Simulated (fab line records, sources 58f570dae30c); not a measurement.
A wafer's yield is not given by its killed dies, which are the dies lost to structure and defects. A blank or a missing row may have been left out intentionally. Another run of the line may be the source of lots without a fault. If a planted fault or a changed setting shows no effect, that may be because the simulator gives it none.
Which of the tools did it? | flow berkeley-cmos170 | Sampling: 14 lots, 42 wafers, 7 of 331 route steps

== WHAT EACH GAUGE READ, for each wafer ==
UCB170_ACTIVE_CD_MEAS_13: the cd target is 1200 nm. Usual: cd-nm reads 1199.7 nm (standard deviation 1.4).
lot  | measured    | on        | cd-nm (nm)           | flag
L134 | day 4 08:59 | cd-sem-01 | 1202.1 1202.8 1202.8 |
L135 | day 4 15:02 | cd-sem-01 | 1199.8 1198.8 1199.3 |
L136 | day 4 18:08 | cd-sem-01 | 1198.4 1200.0 1199.6 |
L138 | day 5 01:25 | cd-sem-01 | 1198.7 1198.4 1199.1 |
L137 | day 5 01:40 | cd-sem-01 | 1201.1 1199.2 1199.6 |
L140 | day 5 16:59 | cd-sem-01 | 1197.8 1199.3 1198.5 |
L142 | day 6 10:37 | cd-sem-02 | 1200.7 1198.6 1201.0 |
L144 | day 6 14:52 | cd-sem-01 | 1198.3 1198.1 1199.6 |
L149 | day 7 03:23 | cd-sem-01 | 1201.2 1199.6 1201.2 |
L147 | day 7 03:31 | cd-sem-01 | 1197.9 1198.0 1196.4 |
L148 | day 7 03:45 | cd-sem-02 | 1199.9 1199.7 1198.8 |
L150 | day 7 13:13 | cd-sem-01 | 1202.5 1201.4 1201.7 |
L152 | day 8 00:20 | cd-sem-01 | 1198.7 1199.2 1199.5 |
L153 | day 8 09:59 | cd-sem-02 | 1201.4 1199.6 1201.0 |

UCB170_NLDD_OVL_MEAS_07. Usual: NLDD_OVL -2 nm, standard deviation 6.3.
lot  | measured     | on         | NLDD_OVL (nm) | flag
L134 | day 6 16:04  | overlay-02 | -5 2 6        |
L135 | day 6 16:10  | overlay-01 | -2 5 6        |
L136 | day 7 04:29  | overlay-02 | -8 -6 0       |
L138 | day 7 09:08  | overlay-02 | 12 4 0        |
L137 | day 7 10:43  | overlay-02 | 0 1 4         |
L140 | day 7 13:46  | overlay-01 | -4 4 -7       |
L142 | day 8 11:19  | overlay-01 | -3 -2 3       |
L144 | day 8 11:18  | overlay-02 | -8 -7 -1      |
L149 | day 9 03:56  | overlay-01 | 6 6 4         |
L147 | day 9 04:15  | overlay-02 | -7 -13 -9     |
L148 | day 9 03:31  | overlay-02 | -8 -7 -1      |
L150 | day 9 13:16  | overlay-01 | -5 -2 -3      |
L152 | day 10 01:11 | overlay-02 | -12 0 -9      |
L153 | day 10 06:11 | overlay-01 | 7 -2 7        |

UCB170_SDANNEAL_RS_MEAS_02: measurement is done with a four-point probe. Usual: PSD_RS 75.7 ohm/sq, standard deviation 0.31.
lot  | measured     | on            | PSD_RS (ohm/sq)               | flag
L134 | day 7 01:26  | film-metro-04 | 75.5 75.7 75.4                |
L135 | day 7 01:38  | film-metro-03 | 75.8 75.6 75.6                |
L136 | day 7 16:49  | film-metro-04 | 75.3 75.2 75.2                |
L138 | day 7 17:53  | film-metro-01 | 75.5 75.8 75.3                |
L137 | day 7 19:47  | film-metro-03 | 75.7 75.6 75.8                |
L140 | day 8 00:10  | film-metro-03 | 75.8 75.8 76.0                |
L142 | day 8 22:37  | film-metro-04 | 75.7 75.8 75.5                |
L144 | day 8 22:44  | film-metro-01 | 75.8 75.9 75.6                |
L149 | day 9 13:16  | film-metro-01 | 75.8 75.9 75.9                |
L147 | day 9 13:44  | film-metro-01 | 66.0 66.1 65.9 66.3 66.0 65.8 | OFF
L148 | day 9 13:09  | film-metro-03 | 65.8 65.7 65.3 65.8 65.4 65.4 | OFF
L150 | day 10 00:07 | film-metro-04 | 75.2 75.3 75.0                |
L152 | day 10 11:16 | film-metro-04 | 75.8 75.7 75.9                |
L153 | day 10 15:11 | film-metro-03 | 75.2 74.9 75.0                |

UCB170_SDANNEAL_RS_MEAS_03: measurement is done with a four-point probe. Usual: NSD_RS 37.27 ohm/sq, standard deviation 0.067.
lot  | measured     | on            | NSD_RS (ohm/sq)                     | flag
L134 | day 7 01:34  | film-metro-04 | 37.13 37.16 37.27                   |
L135 | day 7 01:45  | film-metro-03 | 37.27 37.26 37.33                   |
L136 | day 7 16:56  | film-metro-04 | 37.27 37.32 37.27                   |
L138 | day 7 18:01  | film-metro-01 | 37.19 37.26 37.29                   |
L137 | day 7 19:54  | film-metro-03 | 37.37 37.30 37.31                   |
L140 | day 8 00:17  | film-metro-03 | 37.22 37.35 37.31                   |
L142 | day 8 22:44  | film-metro-04 | 37.30 37.35 37.32                   |
L144 | day 8 22:52  | film-metro-01 | 37.25 37.26 37.23                   |
L149 | day 9 13:23  | film-metro-01 | 37.23 37.31 37.28                   |
L147 | day 9 16:46  | film-metro-01 | 35.63 35.64 35.70 35.69 35.65 35.75 | OFF
L148 | day 9 15:10  | film-metro-03 | 35.62 35.67 35.59 35.60 35.65 35.59 | OFF
L150 | day 10 00:14 | film-metro-04 | 37.26 37.36 37.31                   |
L152 | day 10 11:23 | film-metro-04 | 37.26 37.33 37.32                   |
L153 | day 10 15:18 | film-metro-03 | 37.26 37.25 37.36                   |

UCB170_SDANNEAL_RS_MEAS_04: measurement is done with a four-point probe. Usual: PLDD_RS 1032.2 ohm/sq, standard deviation 2.1.
lot  | measured     | on            | PLDD_RS (ohm/sq)                          | flag
L134 | day 7 01:41  | film-metro-04 | 1030.9 1031.8 1030.7                      |
L135 | day 7 01:52  | film-metro-03 | 1029.7 1033.9 1032.8                      |
L136 | day 7 17:04  | film-metro-04 | 1033.2 1033.5 1031.3                      |
L138 | day 7 18:08  | film-metro-01 | 1033.8 1033.5 1033.3                      |
L137 | day 7 20:01  | film-metro-03 | 1032.6 1035.4 1032.6                      |
L140 | day 8 00:25  | film-metro-03 | 1031.7 1032.8 1032.3                      |
L142 | day 8 22:51  | film-metro-04 | 1031.1 1031.5 1029.4                      |
L144 | day 8 22:59  | film-metro-01 | 1026.9 1028.4 1028.5                      |
L149 | day 9 13:30  | film-metro-01 | 1033.3 1031.0 1033.0                      |
L147 | day 9 19:05  | film-metro-01 | 1013.1 1012.2 1009.9 1013.8 1011.6 1008.5 | OFF
L148 | day 9 19:41  | film-metro-03 | 1015.9 1011.3 1015.7 1013.2 1010.8 1014.1 | OFF
L150 | day 10 00:22 | film-metro-04 | 1034.0 1032.4 1029.0                      |
L152 | day 10 11:31 | film-metro-04 | 1032.8 1031.6 1033.0                      |
L153 | day 10 15:25 | film-metro-03 | 1038.9 1032.7 1031.9                      |

== WHICH TOOL RAN EACH LOT (tool, then ch and the chambers of the sampled wafers, then the start) ==
lot  | UCB170_ACTIVE_STRIP_16              | UCB170_SDANNEAL_RTA_01
L134 | plasma-asher-03 ch 0,1, day 4 09:14 | rtp-anneal-02 ch 0, day 7 01:22
L135 | plasma-asher-02 ch 0,1, day 4 15:18 | rtp-anneal-01 ch 0, day 7 01:34
L136 | plasma-asher-02 ch 0,1, day 4 18:23 | rtp-anneal-01 ch 0, day 7 16:46
L138 | plasma-asher-02 ch 1, day 5 01:40   | rtp-anneal-01 ch 0, day 7 17:50
L137 | plasma-asher-03 ch 0,1, day 5 01:54 | rtp-anneal-01 ch 0, day 7 19:43
L140 | plasma-asher-03 ch 0,1, day 5 17:14 | rtp-anneal-02 ch 0, day 8 00:06
L142 | plasma-asher-01 ch 0,1, day 6 10:52 | rtp-anneal-01 ch 0, day 8 22:33
L144 | plasma-asher-02 ch 0,1, day 6 15:08 | rtp-anneal-01 ch 0, day 8 22:41
L149 | plasma-asher-03 ch 1, day 7 03:39   | rtp-anneal-01 ch 0, day 9 13:12
L147 | plasma-asher-02 ch 0,1, day 7 03:46 | rtp-anneal-02 ch 0, day 9 13:39
L148 | plasma-asher-03 ch 0,1, day 7 04:01 | rtp-anneal-02 ch 0, day 9 13:06
L150 | plasma-asher-02 ch 0,1, day 7 13:28 | rtp-anneal-01 ch 0, day 10 00:02
L152 | plasma-asher-01 ch 0,1, day 8 00:35 | rtp-anneal-01 ch 0, day 10 11:11
L153 | plasma-asher-03 ch 0,1, day 8 10:13 | rtp-anneal-01 ch 0, day 10 15:07
- UCB170_ACTIVE_STRIP_16: strips in O2.
- UCB170_SDANNEAL_RTA_01: time 5 s.

== AS READ BY THE TOOLS THEMSELVES (means over the sampled wafers that have a number; for cases with no such wafer, the mark the record gives instead) ==
UCB170_ACTIVE_STRIP_16. Usual: drypump-motor-current-A 5.7 A, standard deviation 0.47; oes-product-au 0.721 a.u., standard deviation 0.0048; strip-time-to-endpoint-s 18.40 s, standard deviation 0.12.
lot  | tool            | drypump-motor-current-A (A) | oes-product-au (a.u.) | strip-time-to-endpoint-s (s) | flag
L134 | plasma-asher-03 | 6.0                         | 0.721                 | 18.50                        |
L135 | plasma-asher-02 | 5.4                         | 0.724                 | 18.51                        |
L136 | plasma-asher-02 | 5.4                         | 0.724                 | 18.35                        |
L138 | plasma-asher-02 | 5.3                         | 0.726                 | 18.69                        |
L137 | plasma-asher-03 | 5.7                         | 0.722                 | 18.37                        |
L140 | plasma-asher-03 | 5.7                         | 0.718                 | 18.39                        |
L142 | plasma-asher-01 | 6.2                         | 0.721                 | 18.34                        |
L144 | plasma-asher-02 | 5.6                         | 0.720                 | 18.50                        |
L149 | plasma-asher-03 | 5.3                         | 0.722                 | 18.27                        |
L147 | plasma-asher-02 | 5.4                         | 0.721                 | 18.54                        |
L148 | plasma-asher-03 | 5.6                         | 0.721                 | 18.38                        |
L150 | plasma-asher-02 | 5.5                         | 0.720                 | 18.25                        |
L152 | plasma-asher-01 | 6.2                         | 0.716                 | 18.34                        |
L153 | plasma-asher-03 | 5.7                         | 0.716                 | 18.39                        |

UCB170_SDANNEAL_RTA_01. Usual: lamp-power-pct 32.2 %, standard deviation 0.31; wafer_temp_C_max 1054.2, standard deviation 1.
lot  | tool          | lamp-power-pct (%) | wafer_temp_C_max | flag
L134 | rtp-anneal-02 | 32.6               | 1055.5           |
L135 | rtp-anneal-01 | 31.9               | 1053.7           |
L136 | rtp-anneal-01 | 31.9               | 1053.5           |
L138 | rtp-anneal-01 | 31.9               | 1053.4           |
L137 | rtp-anneal-01 | 31.9               | 1053.4           |
L140 | rtp-anneal-02 | 32.6               | 1054.1           |
L142 | rtp-anneal-01 | 32.0               | 1054.0           |
L144 | rtp-anneal-01 | 32.0               | 1054.0           |
L149 | rtp-anneal-01 | 31.9               | 1053.8           |
L147 | rtp-anneal-02 | 34.7               | 1081.4           | OFF
L148 | rtp-anneal-02 | 34.7               | 1079.7           | OFF
L150 | rtp-anneal-01 | 31.9               | 1053.9           |
L152 | rtp-anneal-01 | 32.0               | 1054.3           |
L153 | rtp-anneal-01 | 31.9               | 1053.4           |

== THE ANSWER, worked out from the rows above alone ==
Rule: lot off if the mean of its wafers having a number is beyond 3 standard deviations from the usual mean. Also off: a lot with no number at a reading for which 4 or more lots have one. All remaining lots with rows at the step are treated as sound. After the gauges, taken in route order, come the tools' own readings; for these a lot's mean is taken, as printed above. At the first step where some lot is off, the reading lying furthest off is the one used; lots without a number count as furthest.
Off: L147, L148, at UCB170_SDANNEAL_RS_MEAS_02 (PSD_RS).
If a tool, at a process step before that reading, ran all the lots that are off and no sound lot after the first of them, it fits. The gauges at UCB170_SDANNEAL_RS_MEAS_02 aren't tried: what is off there is off at UCB170_SDANNEAL_RTA_01 too, on other tools, and a gauge's error can't cause that. One fits: UCB170_SDANNEAL_RTA_01 on rtp-anneal-02. Its last sound lot is L140 (day 8 00:06), its first lot that is off L148 (day 9 13:06): a fault that began between those two fits.
The tool's own readings at UCB170_SDANNEAL_RTA_01 bear it out: on the lots that are off they differ by more than 5 times the standard deviation of the sound lots' means. lamp-power-pct reads 34.7 % there against 32.0 % on the sound lots; wafer_temp_C_max reads 1080.6 there against 1053.9 on the sound lots.

== WHAT THE SIMULATOR HAD PUT IN ==
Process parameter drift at UCB170_SDANNEAL_RTA_01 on rtp-anneal-02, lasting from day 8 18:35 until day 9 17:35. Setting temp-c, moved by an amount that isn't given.
Struck lots among those shown: L147, L148. Same finding as the rule above.
